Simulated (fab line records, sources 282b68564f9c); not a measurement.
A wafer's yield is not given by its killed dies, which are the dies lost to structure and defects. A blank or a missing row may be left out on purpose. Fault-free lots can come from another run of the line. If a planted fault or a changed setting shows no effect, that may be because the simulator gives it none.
fab line records | flow ritCmos
record: lots: 5 wafers: 15 lastDay: 7
route steps=202 shown ACTIVE@1 M1@202
lots that met no fault: taken from a fault-free run of the same line
startH: the number of hours between the record's first day and the start of the first shown wafer of the lot | waitH: hours elapsed since this lot's preceding step | " unchanged from the row above | L1.1+2: one row covering several wafers at once | - no value present, or no start provided | * or withheld: withheld | < > ~ a bound
route shown NAME@n: NAME is a module with steps in the file, n the number in the route of the first one | usual: average and standard deviation across the fault-free wafers | same: alike in all rows | chamber/n: place in a boat | sites: each site's reading | _std_site: the values' standard deviation | _edge_site: outer sites' mean less inner sites' | radiusMm: for every site, how far away it sits from the centre of the wafer | mask NAME#n: copy n | behind: the most recent tool/chamber to have shaped the wafer | hold: why the lot was held/for how many hours/how that ended | device: the transistor (n, p or np) that didn't switch | end of line: at the end of the route, the tests of the same wafers | where a step has no rows: the recipe by itself | killed: count of dies lost to structure and defects at first sort (not the wafer's yield) | map: a wafer's dies, x killed, . not, _ none there
set.NAME: setting as actually run; set.NAME@STEP: the setting as run at that earlier step | model.NAME: the simulator's own value behind a step, which no gauge read
a table for each step, a row for each wafer; lots at some steps of the route
services: the hour from which a tool's chamber was out of use, counted from the record's first day as startH (under 0 if before that day), plus the number of hours and why
== steps ==
step: RIT_ACTIVE_BOW_MEAS_00
recipe: mode: bow
usual: INCOMING_BOW: 0/6
columns lot.wafer tool chamber startH waitH INCOMING_BOW[um]
L917.1 filmMetro-01 - 20.00 - -10
L917.5 " - " " 3
L917.6 " - " " -2
L919.2 filmMetro-01 - 30.02 - -9
L919.3 " - " " -2
L919.6 " - " " 2
L926.3 filmMetro-04 - 65.04 - -7
L926.4 " - " " -6
L926.6 " - " " 0
L933.2 filmMetro-03 - 100.02 - -2
L933.5 " - " " 4
L933.6 " - " " -10
L937.3 filmMetro-04 - 120.04 - -6
L937.4 " - " " 9
L937.5 " - " " 6
step: RIT_ACTIVE_OXIDATION_01
recipe: tempC: 1009 ambient: O2 targetThkA: 468 oxTimeS: 3360
step: RIT_ACTIVE_THK_MEAS_02
recipe: reads: SiO2_of_ACTIVE_OXIDATION_01
usual: ACTIVE_OXIDE_THK: 51.3/0.77
columns lot.wafer tool chamber startH waitH ACTIVE_OXIDE_THK[nm]
L917.1 filmMetro-01 - 22.05 0.0 50.5
L917.5 " - " " 51.3
L917.6 " - " " 50.7
L919.2 filmMetro-01 - 33.52 0.0 51.7
L919.3 " - " " 51.8
L919.6 " - " " 51.8
L926.3 filmMetro-01 - 67.07 0.0 51.9
L926.4 " - " " 52.1
L926.6 " - " " 52.2
L933.2 filmMetro-04 - 103.92 0.0 51.2
L933.5 " - " " 51.5
L933.6 " - " " 51.7
L937.3 filmMetro-04 - 122.94 0.0 51.8
L937.4 " - " " 52.2
L937.5 " - " " 51.5
step: RIT_ACTIVE_CVD_03
recipe: material: Si3N4 targetThkNm: 150 tempC: 810 precursor: SiH2Cl2/NH3 timeS: 1500 pressureMtorr: 300 sih2cl2FlowSccm: 60 nh3FlowSccm: 150
step: RIT_ACTIVE_THK_MEAS_04
recipe: reads: Si3N4_of_ACTIVE_CVD_03
usual: ACTIVE_NITRIDE_THK: 151.2/1.4
columns lot.wafer tool chamber startH waitH ACTIVE_NITRIDE_THK[nm]
L917.1 filmMetro-01 - 23.53 0.0 150.4
L917.5 " - " " 151.5
L917.6 " - " " 151.0
L919.2 filmMetro-01 - 36.37 0.0 152.9
L919.3 " - " " 153.5
L919.6 " - " " 153.4
L926.3 filmMetro-01 - 68.55 0.0 149.9
L926.4 " - " " 150.4
L926.6 " - " " 150.2
L933.2 filmMetro-03 - 105.40 0.0 147.8
L933.5 " - " " 149.9
L933.6 " - " " 150.0
L937.3 filmMetro-01 - 124.42 0.0 151.7
L937.4 " - " " 151.6
L937.5 " - " " 153.2
step: RIT_ACTIVE_HMDS_05
recipe: primeTimeS: 60 primeTempC: 140
step: RIT_ACTIVE_COAT_06
recipe: resist: NOVOLAK spinRpm: 3250 resistThkNm: 1007
step: RIT_ACTIVE_SOFTBAKE_07
recipe: resist: NOVOLAK tempC: 90 timeS: 60
step: RIT_ACTIVE_EXPOSE_08
recipe: maskId: M1 na: 0.6 sourceShape: conventional sigmaOuter: 0.6 targetCdNm: 1400 doseMj: 225
columns lot.wafer tool chamber startH waitH mask
L917.1+5+6 ilineStepper-02 0 24.16 0.2 M1#0
L919.2+3+6 ilineStepper-01 0 36.89 0.1 M1#0
L926.3+4+6 ilineStepper-01 0 69.20 0.2 M1_R1#0
L933.2+5+6 ilineStepper-02 0 106.05 0.2 M1#0
L937.3+4+5 ilineStepper-01 0 124.95 0.1 M1#0
step: RIT_ACTIVE_PEB_09
recipe: resist: NOVOLAK tempC: withheld timeS: withheld
step: RIT_ACTIVE_DEVELOP_10
recipe: resist: NOVOLAK developTimeS: 50 devTempC: 23
step: RIT_ACTIVE_CD_MEAS_11
recipe: targetCdNm: 1400
usual: cdNm: 1399.7/2.4
columns lot.wafer tool chamber startH waitH cdNm
L917.1 cdSem-01 - 24.56 - 1400.5
L917.5 " - " " 1401.7
L917.6 " - " " 1399.7
L919.2 cdSem-01 - 37.29 - 1401.9
L919.3 " - " " 1401.4
L919.6 " - " " 1401.5
L926.3 cdSem-01 - 69.60 - 1553.2
L926.4 " - " " 1551.2
L926.6 " - " " 1553.8
L933.2 cdSem-01 - 106.49 - 1404.6
L933.5 " - " " 1403.3
L933.6 " - " " 1399.7
L937.3 cdSem-02 - 125.35 - 1402.2
L937.4 " - " " 1400.9
L937.5 " - " " 1400.0
step: RIT_ACTIVE_HARDBAKE_12
recipe: resist: NOVOLAK tempC: 140 timeS: 60
step: RIT_ACTIVE_ETCH_13
recipe: stopOn: SiO2 chemistry: SF6 target: Si3N4 timeS: 210 overEtchFrac: 0.4 SF6_flow_sccm: 200 pressureMtorr: 260 rfW: 125 targetDepthA: 2100
usual: drypumpMotorCurrentA: 5.7/0.56 oesProductAu: 0.825/0.011 throttleValvePct: 7.53/0.12
columns lot.wafer tool chamber startH waitH drypumpMotorCurrentA oesProductAu rfHoursCounterH throttleValvePct model.ACTIVE.cdNm
L917.1 rieDiel-02 0 24.83 0.1 5.6 0.816 25 7.62 1401
L917.5 " 1 " " 4.9 0.818 - 7.55 1402
L917.6 " 2 " " 6.5 0.823 - 7.55 1399
L919.2 rieDiel-01 0 37.54 0.1 5.2 0.839 78 7.38 1402
L919.3 " 1 " " 5.2 0.819 99 7.52 1402
L919.6 " 2 " " 5.7 0.829 - 7.67 1401
L926.3 rieDiel-02 3 69.83 0.1 6.4 0.822 56 7.24 1553
L926.4 " 2 " " 6.5 0.819 9 7.54 1551
L926.6 " 1 " " 5.0 0.811 - 7.54 1554
L933.2 rieDiel-03 3 106.74 0.1 5.0 0.807 24 7.66 -
L933.5 " 0 " " 5.3 0.841 - 7.63 1403
L933.6 " 3 " " 5.0 0.831 - 7.65 1400
L937.3 rieDiel-03 0 125.58 0.1 5.3 0.838 12 7.63 1402
L937.4 " 3 " " 5.0 0.824 25 7.68 1401
L937.5 " 2 " " 6.3 0.838 - 7.43 1400
step: RIT_ACTIVE_STRIP_14
recipe: chemistry: O2 timeS: 180 resist: NOVOLAK platenTempC: withheld powerW: 500 pressureMtorr: 4000 o2FlowSccm: 4000
usual: drypumpMotorCurrentA: 5.9/0.32
columns lot.wafer tool chamber startH waitH drypumpMotorCurrentA rfHoursCounterH
L917.1 plasmaAsher-01 0 24.97 0.1 5.7 39
L917.5 " 1 " " 5.7 -
L917.6 " 0 " " 5.7 -
L919.2 plasmaAsher-03 0 37.68 0.1 6.2 36
L919.3 " 1 " " 6.1 -
L919.6 " 1 " " 6.1 -
L926.3 plasmaAsher-04 0 70.03 0.1 6.1 -
L926.4 " 1 " " 5.3 -
L926.6 " 0 " " 6.1 -
L933.2 plasmaAsher-01 1 106.87 0.1 5.8 47
L933.5 " 1 " " 5.8 -
L933.6 " 0 " " 5.6 -
L937.3 plasmaAsher-03 1 125.77 0.1 6.1 -
L937.4 " 0 " " 6.2 -
L937.5 " 1 " " 6.1 -
step: RIT_M1_PROBE_99
usual: killed_at_M0_to_M3: 0.0/0.25 killedAtFrontEnd: 7/3.4 killedDies: 7/3.4 killedOnRim: 1.8/1.3 killedOpen: 3.7/2.2 killedShort: 3.6/2.2
same: grossDies: 264 killed_at_M4_up: 0 killedAtBackSide: 0 killedAtContacts: 0 killedAtOther: 0
columns lot.wafer tool chamber startH waitH killed_at_M0_to_M3 killedAtFrontEnd killedDies killedOnRim killedOpen killedShort model.etest.pplusSal.widthNm model.etest.nplusSal.widthNm model.etest.pldd.widthNm model.etest.nldd.widthNm model.etest.nmosNarrow.driveUaUm model.etest.pmosNarrow.driveUaUm model.etest.fieldPMetal.vtV model.etest.fieldP.vtV
L917.1 prober-01 - 68.58 0.1 0 6 6 2 2 4 3451 3433 3140 3159 211.8 94.56 -28.39 -12.56
L917.5 prober-01 - 68.78 0.2 0 3 3 0 1 2 3440 3457 3152 3156 206.6 90.64 -28.64 -12.55
L917.6 prober-01 - 68.83 0.2 0 6 6 2 4 2 3463 3440 3134 3159 211.4 95.76 -28.68 -12.5
L919.2 prober-02 - 81.78 0.1 0 11 11 2 4 7 3435 3444 3111 3128 225.8 104.6 -29.27 -12.99
L919.3 prober-02 - 81.83 0.2 0 12 12 1 4 8 3432 3434 3142 3143 222.7 103.8 -29.56 -12.97
L919.6 prober-02 - 81.98 0.2 0 4 4 1 0 4 3417 3432 3138 3119 216.7 102.5 -30.12 -13.01
L926.3 prober-01 - 118.70 0.2 0 18 18 7 7 6 3578 3566 3279 3253 239.8 111.4 -30.39 -13.59
L926.4 prober-01 - 118.75 0.2 0 15 15 5 6 3 3560 3565 3270 3246 237.7 109.3 -31.15 -13.6
L926.6 prober-01 - 118.85 0.2 0 14 14 7 6 4 3569 3558 3265 3274 242.7 112.1 -30.77 -13.7
L933.2 prober-02 - 151.43 0.1 2 8 10 0 6 2 3432 3434 3154 3149 214.8 99.75 -30.7 -13.21
L933.5 prober-02 - 151.58 0.2 0 8 8 1 4 4 3427 3427 3143 3158 214.4 98.81 -31.41 -13.17
L933.6 prober-02 - 151.63 0.2 0 5 5 2 1 3 3436 3425 3143 3141 209.8 98.83 -30.94 -13.21
L937.3 prober-02 - 171.66 0.2 0 4 4 0 3 1 3432 3434 3130 3142 218 98.31 -29.82 -13.22
L937.4 prober-02 - 171.71 0.2 0 6 6 1 4 2 3457 3442 3131 3124 213.8 98.37 -30.29 -13.17
L937.5 prober-02 - 171.76 0.2 0 3 3 0 1 2 3451 3439 3146 3142 220.2 97 -30.17 -13.21
killed by level:class
L917.1 GATE:geometricParticle:short=2 FOX2:geometricParticle:short=1 SPACER:geometricParticle:short=1 SPACER:geometricParticle:open=1 SILICIDE:geometricParticle:open=1
L917.5 FOX1:geometricParticle:short=1 GATE:geometricParticle:open=1 SILICIDE:geometricParticle:short=1
L917.6 GATE:geometricParticle:open=4 FOX2:geometricParticle:short=1 SILICIDE:geometricParticle:short=1
L919.2 SPACER:geometricParticle:short=3 GATE:geometricParticle:short=2 REOX:geometricParticle:open=2 GATE:geometricParticle:open=1 REOX:geometricParticle:short=1 SILICIDE:geometricParticle:short=1 SILICIDE:geometricParticle:open=1
L919.3 GATE:geometricParticle:short=5 REOX:geometricParticle:open=3 SPACER:geometricParticle:short=2 FOX1:geometricParticle:short=1 SPACER:geometricParticle:open=1
L919.6 SPACER:geometricParticle:short=2 SILICIDE:geometricParticle:short=2
L926.3 GATE:geometricParticle:short=5 ACTIVE:areaExpose=5 FOX1:geometricParticle:open=3 GATE:geometricParticle:open=3 SILICIDE:geometricParticle:short=1 SILICIDE:geometricParticle:open=1
L926.4 ACTIVE:areaExpose=6 GATE:geometricParticle:open=3 REOX:geometricParticle:open=2 FOX1:geometricParticle:open=1 GATE:geometricParticle:short=1 REOX:geometricParticle:short=1 SILICIDE:geometricParticle:short=1
L926.6 ACTIVE:areaExpose=4 FOX1:geometricParticle:open=2 FOX1:geometricParticle:short=1 FOX2:geometricParticle:open=1 GATE:geometricParticle:short=1 GATE:geometricParticle:open=1 REOX:geometricParticle:short=1 REOX:geometricParticle:open=1
L933.2 REOX:geometricParticle:open=2 SILICIDE:geometricParticle:open=2 M1:coatMicrobubblePrinted=2 GATE:geometricParticle:short=1 GATE:geometricParticle:open=1 SPACER:geometricParticle:open=1 SILICIDE:geometricParticle:short=1
L933.5 GATE:geometricParticle:open=3 GATE:geometricParticle:short=2 FOX1:geometricParticle:short=1 SPACER:geometricParticle:open=1 SILICIDE:geometricParticle:short=1
L933.6 GATE:geometricParticle:short=3 FOX1:geometricParticle:open=1 NWELL:coatMicrobubblePrinted=1
L937.3 SILICIDE:geometricParticle:open=2 GATE:geometricParticle:open=1 GATE:geometricParticle:short=1
L937.4 GATE:geometricParticle:open=2 SPACER:geometricParticle:open=2 FOX1:geometricParticle:short=1 SILICIDE:geometricParticle:short=1
L937.5 FOX2:geometricParticle:short=1 GATE:geometricParticle:open=1 GATE:geometricParticle:short=1
map L926.3 (x killed, . not)
________......x_______
_____.x.......x...____
____...........x...___
___.................__
__..x................_
__x.....x............_
_...x.................
_xx............x......
_.....................
_....x................
__..............x...x_
__.....x............._
___.....x..x........__
____...............___
_____..........x..____
________......._______
map L919.3 (x killed, . not)
________......._______
_____.............____
____...........x...___
___.................__
__................x.._
__.......x...x....x.._
_............x........
_...x....x............
_.....................
_..x..................
__..................._
__..................._
___.................__
____......x.....x..___
_____...........x.____
________......._______
== services ==
columns tool chamber startH hours kind
ilineStepper-01 - 0.31 2.1 pm
ilineStepper-01 - 2.39 - consumableReplace:lamp
ilineStepper-01 - 11.45 1.7 pm
plasmaAsher-03 - 23.76 2.9 repair
ilineStepper-02 - 44.25 6.6 repair
rieDiel-01 3 46.11 3.0 repair
rieDiel-02 1 51.43 7.6 repair
rieDiel-02 2 64.91 4.1 repair
rieDiel-03 1 82.20 9.4 repair
ilineStepper-02 - 106.89 30.5 repair
plasmaAsher-04 - 108.84 9.0 pm
plasmaAsher-04 0 108.84 9.0 ventCycle
plasmaAsher-04 1 108.84 9.0 ventCycle
rieDiel-02 3 111.64 8.7 repair
ilineStepper-02 0 114.04 - calibration
plasmaAsher-04 0 117.84 - clean
plasmaAsher-04 1 117.84 - clean
== key ==
firstSign: step: RIT_ACTIVE_EXPOSE_08 reading: mask direction: changed
effect: step: RIT_ACTIVE_CD_MEAS_11 reading: cdNm direction: up sigmas: 64 usual: 1399.7 struck: 1552.7
effect: step: RIT_M1_PROBE_99 reading: killedAtFrontEnd direction: up sigmas: 2.5 usual: 7 struck: 16
modelEffect: step: RIT_ACTIVE_ETCH_13 value: ACTIVE.cdNm without: 1403 struck: 1553
modelEffect: step: RIT_M1_PROBE_99 value: etest.pplusSal.widthNm without: 3419 struck: 3569
metAt RIT_ACTIVE_EXPOSE_08
struckWafers L926.3,L926.4,L926.6
testerLeftOut L926
onsetBetween 36.89 69.20
fault: kind: wrongMask tool: any chamber: - onsetH: 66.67 steps: RIT_ACTIVE_EXPOSE_08 auxCopy: M1_R1#0 cdOffsetNm: 150 scope: struckLotsOnly
testerLeftOut: of these lots the tester's yield and bins aren't shown, on N5 and GAA mostly nor the transistor test; their killed dies are dies lost to structure and defects alone, not to doping, threshold or leakage, so they don't give the yield
